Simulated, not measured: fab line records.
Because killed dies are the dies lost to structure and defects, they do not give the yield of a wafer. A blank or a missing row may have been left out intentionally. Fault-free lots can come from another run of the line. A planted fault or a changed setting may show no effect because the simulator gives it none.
Struck lot and sound lot, side by side || flow rit_cmos || 16 steps out of a route of 202
Sound: the wafers L653.2, L653.3, L653.4. The struck wafers were L645.3, L645.4, L645.6. The cause is named last.
Per side, at each step with rows, come the tool, then ch with its chambers, and then its first start. Under that, the readings that differ: sound wafers || struck wafers || difference of the means || sigmas: that difference in standard deviations of wafers without a fault.
alike: words and numbers the same on both sides, and readings whose means are apart by under 2 such deviations; not compared: readings that were withheld, readings missing a value for some wafer, numbers with overlapping values and no deviation given by the record, and bounds like >300 which may hide the same value.
The two part at a step that has a row with sigmas, a row that says differs or no value, or rows on one side only. When numbers do not overlap yet have no deviation, they are printed without sigmas and do not part them. A reading missing from all wafers of one side parts the sides only when that side holds two or more wafers.

RIT_SILICIDE_RTA_06: time 10 s, ramp up 5 s, ramp down 10 s.
  sound on rtp_anneal-01 ch 0, day 6 20:26; struck on rtp_anneal-01 ch 0, day 5 04:39
  alike: wafer_temp_C_max
RIT_CONTACT_CVD_00: deposits SiO2 from TEOS, target thk 400 nm, time 61 s.
  sound on pecvd-02 ch 0,1,2, day 6 20:30; struck on pecvd-04 ch 0,1,2, day 5 04:41
  alike: heater_power_w
  not compared: since_wet_clean_h
RIT_CONTACT_THK_MEAS_01:
  sound: film_metro-04 at day 6 20:34; struck: film_metro-02 at day 5 04:46
  alike: CONTACT_TEOS_THK
then, 6 steps without rows for these wafers: RIT_CONTACT_HMDS_02 (prime time 60 s); RIT_CONTACT_COAT_03 (resist thk 1000 nm); RIT_CONTACT_SOFTBAKE_04 (time 60 s); RIT_CONTACT_EXPOSE_05 (exposes mask M11, target cd 1000 nm); RIT_CONTACT_PEB_06; RIT_CONTACT_DEVELOP_07 (develop time 120 s).
RIT_CONTACT_CD_MEAS_08 targets a cd of 1000 nm.
  sound: cd_sem-02 at day 6 21:36; struck: cd_sem-01 at day 5 05:56
  alike: cd_nm
RIT_CONTACT_OVL_MEAS_09:
  sound: overlay-01 at day 6 21:42; struck: overlay-01 at day 5 06:02
  alike: CONTACT_OVL
then, 1 step without rows for these wafers: RIT_CONTACT_HARDBAKE_10 (time 60 s).
RIT_CONTACT_ETCH_11: etches SiO2 in CHF3/CF4/Ar, stops on TiSi2, target depth 480 nm, time 320 s.
  sound on rie_diel-03 ch 0,1,2, day 6 21:53; struck on rie_diel-02 ch 0,2, day 5 06:12
  no value came back on the struck wafers for any of 8 readings (CHF3_flow_sccm (sccm), O2_flow_sccm (sccm) and others); on the sound wafers CHF3_flow_sccm (sccm) reads 50.20 49.78 50.02
{"reading": "model.NOVOLAK_of_CONTACT_COAT_03.thk_nm (nm)", "sound": "770.6 769.5 767.6", "struck": "884.8 883.1 883.3", "difference": "+114.5", "sigmas": ""}
RIT_CONTACT_STRIP_12: strips in O2, time 180 s.
  sound on plasma_asher-01 ch 0,1, day 6 22:05; struck on plasma_asher-03 ch 0,1, day 5 06:27
  alike: chamber_pressure_mTorr, drypump_motor_current_A
  not compared: rf_hours_counter_h
RIT_CONTACT_CD_MEAS_90 targets a cd of 1000 nm.
  sound: cd_sem-02 at day 6 22:16; struck: cd_sem-02 at day 5 06:37
{"reading": "cd_nm (nm)", "sound": "998.5 998.4 1000.0", "struck": "- - -", "difference": "no value on the struck wafers", "sigmas": ""}
then, 1 step without rows for these wafers: RIT_CONTACT_CLEAN_13 (cleans in SC1, time 600 s).

== WHERE THEY PART ==
Earliest at RIT_CONTACT_ETCH_11; latest, in this record, at RIT_CONTACT_CD_MEAS_90.

WHY: whatever the simulator had introduced
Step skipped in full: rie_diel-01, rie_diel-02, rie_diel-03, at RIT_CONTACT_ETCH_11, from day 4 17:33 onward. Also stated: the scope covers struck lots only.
